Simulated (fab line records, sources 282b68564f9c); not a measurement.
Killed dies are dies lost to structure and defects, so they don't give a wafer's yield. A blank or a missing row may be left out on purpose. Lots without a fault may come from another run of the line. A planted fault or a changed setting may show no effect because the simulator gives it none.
Which tool did it? | flow rit_cmos | 14 lots, 42 wafers sampled, at 2 steps of a route of 202

WHAT THE GAUGES READ, wafer by wafer
RIT_M1_CD_MEAS_90: target cd 2600 nm.
lot  | measured    | on        | cd_nm (nm)
L634 | day 3 11:55 | cd_sem-02 | 2603 2600 2602
L637 | day 4 02:14 | cd_sem-01 | 2598 2599 2599
L638 | day 4 15:53 | cd_sem-02 | 2600 2599 2600
L639 | day 4 20:49 | cd_sem-01 | 2601 2599 2599
L640 | day 4 21:29 | cd_sem-02 | 2603 2608 2607
L641 | day 5 00:29 | cd_sem-02 | 2602 2600 2600
L644 | day 5 17:30 | cd_sem-01 | 2602 2601 2601
L643 | day 5 19:37 | cd_sem-02 | 2601 2605 2603
L645 | day 5 20:53 | cd_sem-01 | 2595 2596 2599
L647 | day 6 06:17 | cd_sem-02 | 2597 2598 2599
L649 | day 6 14:54 | cd_sem-02 | 2599 2578 2599
L651 | day 7 02:50 | cd_sem-02 | 2607 2582 2586
L655 | day 8 04:32 | cd_sem-02 | 2602 2602 2602
L656 | day 8 08:35 | cd_sem-02 | 2595 2596 2594

WHICH TOOL RAN EACH LOT (tool, then ch and the chambers of the sampled wafers, then the start)
lot  | RIT_M1_METAL_ETCH_12
L634 | rie_metal-04 ch 0,1, day 3 11:25
L637 | rie_metal-04 ch 0,1, day 4 01:43
L638 | rie_metal-01 ch 0, day 4 15:13
L639 | rie_metal-02 ch 0,1, day 4 20:18
L640 | rie_metal-04 ch 0,1, day 4 20:58
L641 | rie_metal-01 ch 0, day 4 23:50
L644 | rie_metal-04 ch 0,1, day 5 16:45
L643 | rie_metal-01 ch 0,1, day 5 18:52
L645 | rie_metal-02 ch 0,1, day 5 20:21
L647 | rie_metal-01 ch 0,1, day 6 05:45
L649 | rie_metal-04 ch 0,1, day 6 14:23
L651 | rie_metal-04 ch 0,1, day 7 02:21
L655 | rie_metal-02 ch 0, day 8 04:02
L656 | rie_metal-01 ch 0,1, day 8 08:04
- RIT_M1_METAL_ETCH_12: etches Al in Cl2/BCl3, stops on SiO2, time 165 s, target depth 600 nm.

WHAT THE TOOLS THEMSELVES READ (means of the sampled wafers that have a number; where no wafer has one, the mark that the record gives instead)
RIT_M1_METAL_ETCH_12.
lot  | tool         | drypump_motor_current_A (A) | oes_product_au (a.u.) | rf_fwd_power_W (W) | throttle_valve_pct (%)
L634 | rie_metal-04 | 5.6                         | 0.774                 | 249.6              | 8.08
L637 | rie_metal-04 | 5.9                         | 0.762                 | 248.9              | 8.12
L638 | rie_metal-01 | 5.9                         | 0.778                 | 248.5              | 8.41
L639 | rie_metal-02 | 5.9                         | 0.774                 | 249.0              | 8.23
L640 | rie_metal-04 | 6.0                         | 0.759                 | 249.6              | 8.12
L641 | rie_metal-01 | 5.9                         | 0.783                 | 249.3              | 8.42
L644 | rie_metal-04 | 5.7                         | 0.768                 | 249.0              | 8.09
L643 | rie_metal-01 | 6.4                         | 0.799                 | 249.8              | 8.34
L645 | rie_metal-02 | 5.6                         | 0.771                 | 248.1              | 8.31
L647 | rie_metal-01 | 6.2                         | 0.782                 | 249.5              | 8.38
L649 | rie_metal-04 | 5.7                         | 0.763                 | 283.2              | 8.08
L651 | rie_metal-04 | 6.0                         | 0.764                 | 315.1              | 8.12
L655 | rie_metal-02 | 5.3                         | 0.773                 | 247.9              | 8.39
L656 | rie_metal-01 | 6.5                         | 0.765                 | 248.5              | 8.34

THE ANSWER, worked out from the rows above alone
Rule: what is usual is taken from the lots themselves. Put in order of their means at a reading, lots are off if they are a third of the lots or fewer, leave a main group of 4 or more, and stand apart from it by a gap of 3 or more times the standard deviation of the main group's means; of several such gaps the widest counts. A main group whose means are all the same, to the digits that the tables above print for the reading, isn't used. A lot without any number at a reading at which 4 lots or more have one is off too. The other lots that the step has rows for count as sound. The gauges are gone through in route order, then the tools' own readings, and for those a lot's mean is taken as printed above. The first step at which some lot is off is used, and at that step the reading that is off furthest; a lot without a number counts as furthest.
Off: L649, L651, at RIT_M1_METAL_ETCH_12 (rf_fwd_power_W). The main group: mean 249.0 W, standard deviation 0.59.
A tool fits if, at that step or a process step before it, it ran every lot that is off, and no sound lot after the first of them. One fits: rie_metal-04 at RIT_M1_METAL_ETCH_12. Its last sound lot is L644 (day 5 16:45), its first lot that is off L649 (day 6 14:23): a fault that began between those two fits.
The tool's own readings at RIT_M1_METAL_ETCH_12 bear it out: on the lots that are off they differ by more than 5 times the standard deviation of the sound lots' means. rf_fwd_power_W reads 299.1 W there against 249.0 W on the sound lots.

WHAT THE SIMULATOR HAD PUT IN
Process parameter drift: rie_metal-04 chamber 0, from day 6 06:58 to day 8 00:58, at RIT_M1_METAL_ETCH_12. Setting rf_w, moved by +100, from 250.
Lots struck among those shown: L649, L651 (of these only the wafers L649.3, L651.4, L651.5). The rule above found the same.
